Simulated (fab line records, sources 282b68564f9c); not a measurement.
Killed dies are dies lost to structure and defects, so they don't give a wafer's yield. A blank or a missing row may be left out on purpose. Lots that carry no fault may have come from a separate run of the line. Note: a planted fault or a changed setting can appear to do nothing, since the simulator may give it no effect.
Which of the tools did it? :: flow rit-cmos :: 42 wafers from 14 lots sampled at 2 of the route's 202 steps

== WHAT EACH GAUGE READ, for each wafer ==
No reading from a measuring or inspecting step in the record can be judged against a usual standard deviation.

== WHICH TOOL RAN EACH LOT (tool, then ch and the chambers of the sampled wafers, then the start) ==
lot: L191
RIT_CONTACT_ETCH_11: rie-diel-04 ch 0,3, day 3 07:10
RIT_M1_PROBE_99: -

lot: L192
RIT_CONTACT_ETCH_11: rie-diel-03 ch 0,2,3, day 3 13:31
RIT_M1_PROBE_99: prober-01, day 3 18:37

lot: L193
RIT_CONTACT_ETCH_11: rie-diel-03 ch 0,2, day 3 19:25
RIT_M1_PROBE_99: -

lot: L194
RIT_CONTACT_ETCH_11: rie-diel-04 ch 0,3, day 3 19:59
RIT_M1_PROBE_99: -

lot: L195
RIT_CONTACT_ETCH_11: rie-diel-03 ch 0,2, day 4 09:05
RIT_M1_PROBE_99: prober-01, day 4 14:16

lot: L196
RIT_CONTACT_ETCH_11: rie-diel-01 ch 2,3, day 4 09:32
RIT_M1_PROBE_99: prober-01, day 4 14:40

lot: L197
RIT_CONTACT_ETCH_11: rie-diel-03 ch 2,3, day 4 11:31
RIT_M1_PROBE_99: prober-01, day 4 16:41

lot: L200
RIT_CONTACT_ETCH_11: rie-diel-01 ch 0,2,3, day 5 06:26
RIT_M1_PROBE_99: -

lot: L205
RIT_CONTACT_ETCH_11: rie-diel-04 ch 0,1,3, day 6 03:19
RIT_M1_PROBE_99: -

lot: L206
RIT_CONTACT_ETCH_11: rie-diel-04 ch 0,1,2, day 6 10:02
RIT_M1_PROBE_99: -

lot: L208
RIT_CONTACT_ETCH_11: rie-diel-01 ch 0,1,3, day 6 17:39
RIT_M1_PROBE_99: -

lot: L212
RIT_CONTACT_ETCH_11: rie-diel-03 ch 0,1,3, day 7 14:39
RIT_M1_PROBE_99: prober-02, day 7 19:39

lot: L213
RIT_CONTACT_ETCH_11: rie-diel-01 ch 1,2, day 7 20:09
RIT_M1_PROBE_99: -

lot: L214
RIT_CONTACT_ETCH_11: rie-diel-04 ch 1,2,3, day 8 00:07
RIT_M1_PROBE_99: -
- RIT_CONTACT_ETCH_11: etches SiO2 in CHF3/CF4/Ar, stops on TiSi2, target depth 480 nm, time 320 s.
- RIT_M1_PROBE_99

== WHAT THE TOOLS THEMSELVES READ (means of the sampled wafers that have a number; where no wafer has one, the mark that the record gives instead) ==
RIT_CONTACT_ETCH_11. Usual: drypump-motor-current-A 5.8 A, standard deviation 0.5; oes-product-au 0.990 a.u., standard deviation 0.013; rf-fwd-power-W 199.6 W, standard deviation 0.62; throttle-valve-pct 8.91 %, standard deviation 0.12.
lot: L191
tool: rie-diel-04
drypump-motor-current-A (A): 6.4
oes-product-au (a.u.): 1.009
rf-fwd-power-W (W): 199.8
throttle-valve-pct (%): 8.87
flag: 

lot: L192
tool: rie-diel-03
drypump-motor-current-A (A): 5.6
oes-product-au (a.u.): 0.980
rf-fwd-power-W (W): 199.4
throttle-valve-pct (%): 8.90
flag: 

lot: L193
tool: rie-diel-03
drypump-motor-current-A (A): 5.0
oes-product-au (a.u.): 0.984
rf-fwd-power-W (W): 199.1
throttle-valve-pct (%): 8.89
flag: 

lot: L194
tool: rie-diel-04
drypump-motor-current-A (A): 6.4
oes-product-au (a.u.): 1.005
rf-fwd-power-W (W): 200.0
throttle-valve-pct (%): 8.89
flag: 

lot: L195
tool: rie-diel-03
drypump-motor-current-A (A): 5.0
oes-product-au (a.u.): 0.979
rf-fwd-power-W (W): 299.6
throttle-valve-pct (%): 8.89
flag: OFF

lot: L196
tool: rie-diel-01
drypump-motor-current-A (A): 5.5
oes-product-au (a.u.): 0.975
rf-fwd-power-W (W): 200.1
throttle-valve-pct (%): 8.94
flag: 

lot: L197
tool: rie-diel-03
drypump-motor-current-A (A): 5.6
oes-product-au (a.u.): 0.981
rf-fwd-power-W (W): 299.2
throttle-valve-pct (%): 8.88
flag: OFF

lot: L200
tool: rie-diel-01
drypump-motor-current-A (A): 5.5
oes-product-au (a.u.): 0.983
rf-fwd-power-W (W): 198.9
throttle-valve-pct (%): 8.87
flag: 

lot: L205
tool: rie-diel-04
drypump-motor-current-A (A): 6.2
oes-product-au (a.u.): 1.007
rf-fwd-power-W (W): 199.0
throttle-valve-pct (%): 8.86
flag: 

lot: L206
tool: rie-diel-04
drypump-motor-current-A (A): 6.1
oes-product-au (a.u.): 0.998
rf-fwd-power-W (W): 199.9
throttle-valve-pct (%): 8.95
flag: 

lot: L208
tool: rie-diel-01
drypump-motor-current-A (A): 5.6
oes-product-au (a.u.): 0.983
rf-fwd-power-W (W): 199.6
throttle-valve-pct (%): 8.88
flag: 

lot: L212
tool: rie-diel-03
drypump-motor-current-A (A): 5.7
oes-product-au (a.u.): 0.985
rf-fwd-power-W (W): 199.6
throttle-valve-pct (%): 8.88
flag: 

lot: L213
tool: rie-diel-01
drypump-motor-current-A (A): 5.6
oes-product-au (a.u.): 0.990
rf-fwd-power-W (W): 199.5
throttle-valve-pct (%): 9.00
flag: 

lot: L214
tool: rie-diel-04
drypump-motor-current-A (A): 6.1
oes-product-au (a.u.): 0.998
rf-fwd-power-W (W): 200.1
throttle-valve-pct (%): 8.96
flag: 

RIT_M1_PROBE_99. Usual: killed_at_M0_to_M3 0.0, standard deviation 0.12; killed-at-front-end 7, standard deviation 3.1; killed-dies 7, standard deviation 3.1; killed-on-rim 1.6, standard deviation 1.3; killed-open 3.5, standard deviation 2.2; killed-short 3.3, standard deviation 1.9.
lot: L192
tool: prober-01
killed_at_M0_to_M3: 0.0
killed-at-front-end: 5
killed-dies: 5
killed-on-rim: 1.3
killed-open: 2.3
killed-short: 2.3
flag: 

lot: L195
tool: prober-01
killed_at_M0_to_M3: 0.0
killed-at-front-end: 3
killed-dies: 3
killed-on-rim: 0.0
killed-open: 1.7
killed-short: 1.3
flag: 

lot: L196
tool: prober-01
killed_at_M0_to_M3: 0.0
killed-at-front-end: 6
killed-dies: 6
killed-on-rim: 1.0
killed-open: 2.7
killed-short: 3.7
flag: 

lot: L197
tool: prober-01
killed_at_M0_to_M3: 0.0
killed-at-front-end: 9
killed-dies: 9
killed-on-rim: 2.3
killed-open: 6.0
killed-short: 2.7
flag: 

lot: L212
tool: prober-02
killed_at_M0_to_M3: 0.0
killed-at-front-end: 5
killed-dies: 5
killed-on-rim: 1.3
killed-open: 3.0
killed-short: 2.3
flag: 

== THE ANSWER, worked out from the rows above alone ==
Rule: lot off if the mean of its wafers having a number is beyond 3 standard deviations from the usual mean. A lot without any number at a reading at which 4 lots or more have one is off too. Any other lot the step has rows for is counted as sound. Order of review: gauges by route order, followed by the tools' own readings, for which a lot's mean as printed above is used. At the first step where some lot is off, the reading lying furthest off is the one used; lots without a number count as furthest.
Off: L195, L197 (RIT_CONTACT_ETCH_11, rf-fwd-power-W).
A tool fits if, at that step or a process step before it, it ran every lot that is off, and no sound lot after the first of them. None of those tried fits.

== WHAT HAD BEEN PUT IN BY THE SIMULATOR ==
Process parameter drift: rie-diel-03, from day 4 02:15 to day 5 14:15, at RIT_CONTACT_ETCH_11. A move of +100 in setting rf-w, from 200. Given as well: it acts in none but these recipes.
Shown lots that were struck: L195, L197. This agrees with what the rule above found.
